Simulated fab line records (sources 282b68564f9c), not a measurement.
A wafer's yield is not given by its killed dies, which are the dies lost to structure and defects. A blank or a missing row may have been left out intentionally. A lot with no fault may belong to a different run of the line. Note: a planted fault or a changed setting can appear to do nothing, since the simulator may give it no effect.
Chamber matching :: flow rit-cmos :: RIT_GATE_ETCH_19 on rie-si-02: 4 sister chambers
The step etches poly-Si in SF6/CHF3/O2, stops on SiO2, time 165 s, target depth 312.5 nm. 20 wafers are shown with their chamber, then 10 later ones without.

## WAFERS WITH THEIR CHAMBER
wafer: L751.4
chamber: 2
throttle-valve-pct (%): 10.24
oes-product-au (a.u.): 0.850
rf-fwd-power-W (W): 159.7

wafer: L751.5
chamber: 0
throttle-valve-pct (%): 10.08
oes-product-au (a.u.): 0.837
rf-fwd-power-W (W): 160.1

wafer: L751.6
chamber: 3
throttle-valve-pct (%): 10.41
oes-product-au (a.u.): 0.883
rf-fwd-power-W (W): 159.8

wafer: L753.1
chamber: 1
throttle-valve-pct (%): 9.88
oes-product-au (a.u.): 0.843
rf-fwd-power-W (W): 159.7

wafer: L753.5
chamber: 1
throttle-valve-pct (%): 9.87
oes-product-au (a.u.): 0.832
rf-fwd-power-W (W): 159.7

wafer: L753.6
chamber: 2
throttle-valve-pct (%): 10.22
oes-product-au (a.u.): 0.844
rf-fwd-power-W (W): 159.1

wafer: L754.2
chamber: 0
throttle-valve-pct (%): 10.09
oes-product-au (a.u.): 0.830
rf-fwd-power-W (W): 159.7

wafer: L754.4
chamber: 2
throttle-valve-pct (%): 10.24
oes-product-au (a.u.): 0.838
rf-fwd-power-W (W): 159.0

wafer: L754.6
chamber: 1
throttle-valve-pct (%): 9.92
oes-product-au (a.u.): 0.836
rf-fwd-power-W (W): 160.1

wafer: L757.1
chamber: 2
throttle-valve-pct (%): 10.23
oes-product-au (a.u.): 0.834
rf-fwd-power-W (W): 159.0

wafer: L757.3
chamber: 0
throttle-valve-pct (%): 10.11
oes-product-au (a.u.): 0.820
rf-fwd-power-W (W): 160.1

wafer: L757.5
chamber: 1
throttle-valve-pct (%): 9.89
oes-product-au (a.u.): 0.842
rf-fwd-power-W (W): 160.0

wafer: L759.1
chamber: 2
throttle-valve-pct (%): 10.24
oes-product-au (a.u.): 0.837
rf-fwd-power-W (W): 159.8

wafer: L759.4
chamber: 0
throttle-valve-pct (%): 10.07
oes-product-au (a.u.): 0.831
rf-fwd-power-W (W): 159.5

wafer: L759.6
chamber: 3
throttle-valve-pct (%): 10.40
oes-product-au (a.u.): 0.874
rf-fwd-power-W (W): 159.4

wafer: L761.1
chamber: 3
throttle-valve-pct (%): 10.41
oes-product-au (a.u.): 0.864
rf-fwd-power-W (W): 158.7

wafer: L761.2
chamber: 2
throttle-valve-pct (%): 10.22
oes-product-au (a.u.): 0.835
rf-fwd-power-W (W): 159.0

wafer: L761.4
chamber: 0
throttle-valve-pct (%): 10.09
oes-product-au (a.u.): 0.834
rf-fwd-power-W (W): 159.9

wafer: L763.1
chamber: 2
throttle-valve-pct (%): 10.22
oes-product-au (a.u.): 0.828
rf-fwd-power-W (W): 158.2

wafer: L763.4
chamber: 0
throttle-valve-pct (%): 10.09
oes-product-au (a.u.): 0.833
rf-fwd-power-W (W): 158.9

SIGNATURES (means of the wafers above)
reading: throttle-valve-pct
chamber 0: 10.0883
chamber 1: 9.8900
chamber 2: 10.2300
chamber 3: 10.4067
scatter within a chamber: 0.0136

reading: oes-product-au
chamber 0: 0.83083
chamber 1: 0.83825
chamber 2: 0.83800
chamber 3: 0.87367
scatter within a chamber: 0.00679

reading: rf-fwd-power-W
chamber 0: 159.700
chamber 1: 159.875
chamber 2: 159.114
chamber 3: 159.300
scatter within a chamber: 0.466
Rule: for each reading, subtract the chamber's mean from the wafer's reading, divide by that reading's scatter and square the result; add these up over the readings and take the root, which gives the wafer's distance from the chamber. If the next closest chamber is less than 2 further off than the closest, the wafer can't be placed; otherwise it belongs to the closest. The scatter: the root of (the sum of the squares of (reading less its chamber's mean) over the shown wafers, divided by (wafers less chambers)).

## WAFERS WITHOUT THEIR CHAMBER
wafer: L763.6
throttle-valve-pct (%): 9.90
oes-product-au (a.u.): 0.825
rf-fwd-power-W (W): 158.8

wafer: L765.1
throttle-valve-pct (%): 9.89
oes-product-au (a.u.): 0.824
rf-fwd-power-W (W): 158.9

wafer: L765.5
throttle-valve-pct (%): 9.89
oes-product-au (a.u.): 0.823
rf-fwd-power-W (W): 159.4

wafer: L765.6
throttle-valve-pct (%): 10.23
oes-product-au (a.u.): 0.834
rf-fwd-power-W (W): 159.8

wafer: L767.1
throttle-valve-pct (%): 9.91
oes-product-au (a.u.): 0.832
rf-fwd-power-W (W): 159.4

wafer: L767.2
throttle-valve-pct (%): 10.40
oes-product-au (a.u.): 0.883
rf-fwd-power-W (W): 159.0

wafer: L767.6
throttle-valve-pct (%): 10.24
oes-product-au (a.u.): 0.834
rf-fwd-power-W (W): 159.3

wafer: L773.1
throttle-valve-pct (%): 10.08
oes-product-au (a.u.): 0.847
rf-fwd-power-W (W): 159.3

wafer: L773.2
throttle-valve-pct (%): 10.23
oes-product-au (a.u.): 0.835
rf-fwd-power-W (W): 159.0

wafer: L773.5
throttle-valve-pct (%): 10.21
oes-product-au (a.u.): 0.834
rf-fwd-power-W (W): 159.5

## CHAMBER TAKEN BY EACH
wafer: L763.6
from the rows above: 1
in truth: 1

wafer: L765.1
from the rows above: 1
in truth: 1

wafer: L765.5
from the rows above: 1
in truth: 1

wafer: L765.6
from the rows above: 2
in truth: 2

wafer: L767.1
from the rows above: 1
in truth: 1

wafer: L767.2
from the rows above: 3
in truth: 3

wafer: L767.6
from the rows above: 2
in truth: 2

wafer: L773.1
from the rows above: 0
in truth: 0

wafer: L773.2
from the rows above: 2
in truth: 2

wafer: L773.5
from the rows above: 2
in truth: 2
Placed correctly: 10 of 10. Not placeable from these rows: 0. Number placed wrongly: 0.
